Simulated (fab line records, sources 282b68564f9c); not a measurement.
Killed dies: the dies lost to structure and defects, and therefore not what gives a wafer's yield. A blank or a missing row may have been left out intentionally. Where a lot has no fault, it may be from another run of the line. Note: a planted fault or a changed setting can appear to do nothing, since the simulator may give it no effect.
Which tool did it? | flow rit-cmos | Sampling: 14 lots, 42 wafers, 2 of 202 route steps

## WHAT THE GAUGES SHOWED, per wafer
RIT_GATE_CD_MEAS_16: the cd target is 150 nm.
lot  | measured    | on        | cd-nm (nm)
L149 | day 2 17:01 | cd-sem-01 | 155.8 152.7 153.0
L150 | day 2 19:17 | cd-sem-02 | 154.5 152.9 152.9
L151 | day 2 23:33 | cd-sem-02 | 147.5 147.9 148.4
L152 | day 3 05:44 | cd-sem-02 | 150.7 151.6 152.9
L153 | day 3 09:33 | cd-sem-01 | 151.7 149.2 151.7
L154 | day 3 13:28 | cd-sem-02 | 148.7 151.1 149.6
L163 | day 5 11:40 | cd-sem-01 | 148.2 150.8 151.0
L164 | day 5 17:33 | cd-sem-02 | 147.3 146.3 150.6
L165 | day 5 23:09 | cd-sem-01 | 61.1 60.5 60.3
L166 | day 6 12:29 | cd-sem-02 | 62.7 59.8 61.4
L168 | day 6 18:14 | cd-sem-01 | 149.1 147.8 149.0
L169 | day 7 07:44 | cd-sem-02 | 147.1 147.2 147.2
L171 | day 7 21:27 | cd-sem-02 | 150.7 150.2 151.8
L172 | day 8 10:36 | cd-sem-01 | 152.5 153.5 155.1

## EACH LOT AND THE TOOL THAT RAN IT (in order: tool; ch and the chambers of the sampled wafers; start)
lot  | RIT_GATE_COAT_11
L149 | litho-track-02 ch 0, day 2 16:20
L150 | litho-track-01 ch 0, day 2 18:28
L151 | litho-track-04 ch 0, day 2 22:44
L152 | litho-track-01 ch 0, day 3 04:55
L153 | litho-track-04 ch 0, day 3 08:43
L154 | litho-track-01 ch 0, day 3 12:39
L163 | litho-track-02 ch 0, day 5 10:59
L164 | litho-track-04 ch 0, day 5 16:51
L165 | litho-track-02 ch 0, day 5 22:20
L166 | litho-track-02 ch 0, day 6 11:32
L168 | litho-track-04 ch 0, day 6 17:25
L169 | litho-track-04 ch 0, day 7 06:55
L171 | litho-track-04 ch 0, day 7 20:25
L172 | litho-track-01 ch 0, day 8 09:47
- RIT_GATE_COAT_11: resist thk 850 nm.

## AS READ BY THE TOOLS THEMSELVES (means over the sampled wafers that have a number; for cases with no such wafer, the mark the record gives instead)
The record holds no such reading with a usual standard deviation.

## THE ANSWER, worked out from the rows above alone
Rule: usual is defined by the lots themselves. Put in order of their means at a reading, lots are off if they are a third of the lots or fewer, leave a main group of 4 or more, and stand apart from it by a gap of 3 or more times the standard deviation of the main group's means; of several such gaps the widest counts. The tables above print the reading to a certain number of digits; a main group whose means all agree to those digits is not used. Also off: a lot with no number at a reading for which 4 or more lots have one. Where the step has rows for the other lots, those lots are counted as sound. The gauges are gone through in route order, then the tools' own readings, and for those a lot's mean is taken as printed above. The first step at which some lot is off is used, and at that step the reading that is off furthest; a lot without a number counts as furthest.
Off at RIT_GATE_CD_MEAS_16 (cd-nm): L165, L166. Mean 150.5 nm and standard deviation 2.2 in the main group.
If a tool, at a process step before that reading, ran all the lots that are off and no sound lot after the first of them, it fits. The gauges at RIT_GATE_CD_MEAS_16 are tried like those tools. One candidate fits, namely litho-track-02 at RIT_GATE_COAT_11. A fault onset in the window from L163 (day 5 10:59, its last sound lot) to L165 (day 5 22:20, its first lot off) fits.

## WHAT HAD BEEN PUT IN BY THE SIMULATOR
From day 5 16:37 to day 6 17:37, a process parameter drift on litho-track-02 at RIT_GATE_COAT_11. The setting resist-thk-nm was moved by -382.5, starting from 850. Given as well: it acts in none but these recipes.
Struck lots among those shown: L165, L166. This agrees with what the rule above found.
